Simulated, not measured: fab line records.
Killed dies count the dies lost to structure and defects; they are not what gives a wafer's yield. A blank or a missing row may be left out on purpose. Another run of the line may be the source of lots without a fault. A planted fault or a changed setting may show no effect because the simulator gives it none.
Lot-split experiment    flow ritCmos    5 lots, 23 wafers read, on a route of 202 steps

## ABOUT THE SPLIT
At RIT_PWELL_IMPLANT_08, the setting energyKev was moved away from the recipe's 170 on 8 of the 23 wafers read, by +1.6% to +5.2%. All remaining wafers had this setting at the recipe value.

The reading is taken at the split's own step.

## THE READING
implant.drpNm (the simulator's own value, which no gauge read), in nm, at RIT_PWELL_IMPLANT_08. The file gives no usual value for it.

wafer   tool, chamber at the split  energyKev as run  against the recipe  implant.drpNm, nm  against lot-mates on the recipe
L076.1  implanter-03, 0             170               recipe              102.9              -
L076.2  implanter-03, 0             170               recipe              102.9              -
L076.3  implanter-03, 0             170               recipe              102.9              -
L076.4  implanter-03, 0             170               recipe              102.9              -
L076.6  implanter-03, 0             170               recipe              102.9              -
L078.2  implanter-01, 0             170               recipe              102.9              -
L078.4  implanter-01, 0             170               recipe              102.9              -
L078.5  implanter-01, 0             170               recipe              102.9              -
L078.3  implanter-01, 0             172.7             +1.6%               103.3              +0.4
L078.6  implanter-01, 0             172.7             +1.6%               103.3              +0.4
L080.2  implanter-04, 0             170               recipe              102.9              -
L080.3  implanter-04, 0             170               recipe              102.9              -
L080.5  implanter-04, 0             170               recipe              102.9              -
L081.1  implanter-03, 0             170               recipe              102.9              -
L081.6  implanter-03, 0             170               recipe              102.9              -
L081.2  implanter-03, 0             178.8             +5.2%               104.3              +1.4
L081.3  implanter-03, 0             178.8             +5.2%               104.3              +1.4
L081.5  implanter-03, 0             178.8             +5.2%               104.3              +1.4
L084.1  implanter-03, 0             170               recipe              102.9              -
L084.3  implanter-03, 0             170               recipe              102.9              -
L084.2  implanter-03, 0             178.5             +5.0%               104.2              +1.3
L084.4  implanter-03, 0             178.5             +5.0%               104.2              +1.3
L084.5  implanter-03, 0             178.5             +5.0%               104.2              +1.3

FIT RESULTS
A straight line over all 23 wafers: implant.drpNm changes by +0.265 nm for each +1% of energyKev; r = +1.00; the points scatter about the line by 0.016 nm.
The same after taking each lot's own level away (the mean of its wafers on the recipe; 23 wafers): +0.265 nm for each +1%; r = +1.00; scatter 0.016 nm.
The reading moves by 1.4 nm for the largest change in energyKev, on that fit.
The lots' own levels span 102.90 to 102.90 nm.
The two slopes are in agreement: the lot-to-lot level therefore moves the slope only a little.
Check: +1.37 nm against its lot-mates is what the line predicts for one of the wafers moved furthest among these (+5.2%) when that wafer is left out of the fit. Against them it came out at +1.4 nm.

## THESE WAFERS: OTHER SPLITS
Other splits were also applied to these wafers ahead of the reading. Each is held against what the fit with the lots' levels taken away leaves over:
other split on the same wafers  wafers away from the commonest value  r with implant.drpNm (lot level and that fit taken away)
RIT_ACTIVE_CVD_03 tempC         18                                    +0.18
RIT_ACTIVE_COAT_06 spinRpm      8                                     +0.09
RIT_ACTIVE_ETCH_13 timeS        8                                     -0.28
RIT_FOX2_CLEAN_02 timeS         18                                    +0.60
RIT_NWELL_COAT_01 resistThkNm   7                                     -0.48
RIT_NWELL_HARDBAKE_07 tempC     10                                    -0.05

## THE WHOLE CHAIN: every reading that the file lists as answering this split, in the file's order
step                  what it does  reading                                                         change (the file's fit)                r (the file's)
RIT_PWELL_IMPLANT_08                implant.rpNm (the simulator's own value, which no gauge read)   +3.77 nm for each +1% of the setting   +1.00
RIT_PWELL_IMPLANT_08                implant.drpNm (the simulator's own value, which no gauge read)  +0.269 nm for each +1% of the setting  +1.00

## FILE'S OWN FIT
implant.drpNm changes by +0.269 nm for each +1% of energyKev, r = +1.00.
